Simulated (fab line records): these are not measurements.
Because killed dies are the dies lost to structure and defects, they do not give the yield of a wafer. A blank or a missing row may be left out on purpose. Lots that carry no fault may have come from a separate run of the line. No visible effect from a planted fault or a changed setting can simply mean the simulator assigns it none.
Which tool did it? | flow berkeleyCmos170 | 7 lots (21 wafers sampled), 1 step of a 331-step route

## WHAT THE GAUGES READ, wafer by wafer
UCB170_GATE_OVL_MEAS_13.
lot  | measured     | on         | GATE_OVL (nm)
L900 | day 6 19:49  | overlay-01 | 16 10 10
L902 | day 7 02:23  | overlay-02 | -1 2 0
L904 | day 7 22:18  | overlay-01 | 2 9 2
L905 | day 7 22:35  | overlay-01 | 3 -2 -9
L909 | day 8 07:35  | overlay-02 | 9 12 2
L917 | day 10 02:13 | overlay-01 | -1 0 -5
L918 | day 10 13:14 | overlay-02 | 4 2 12

## EACH LOT AND THE TOOL THAT RAN IT (in order: tool; ch and the chambers of the sampled wafers; start)
No process step before these readings appears in the record.

## THE ANSWER, worked out from the rows above alone
Rule: the lots themselves supply what counts as usual. The widest of any qualifying gaps counts: lots, ordered by their means at a reading, are off when they make up no more than a third of the lots, leave a main group of 4 or more, and stand apart from it by 3 or more times the standard deviation of that group's means. A main group is skipped when, at the precision printed for the reading in the tables above, its means are all equal. A lot without any number at a reading at which 4 lots or more have one is off too. Where the step has rows for the other lots, those lots are counted as sound.
No lot is off at any reading shown: from this, nothing can be told.

## WHAT WAS PUT IN BY THE SIMULATOR
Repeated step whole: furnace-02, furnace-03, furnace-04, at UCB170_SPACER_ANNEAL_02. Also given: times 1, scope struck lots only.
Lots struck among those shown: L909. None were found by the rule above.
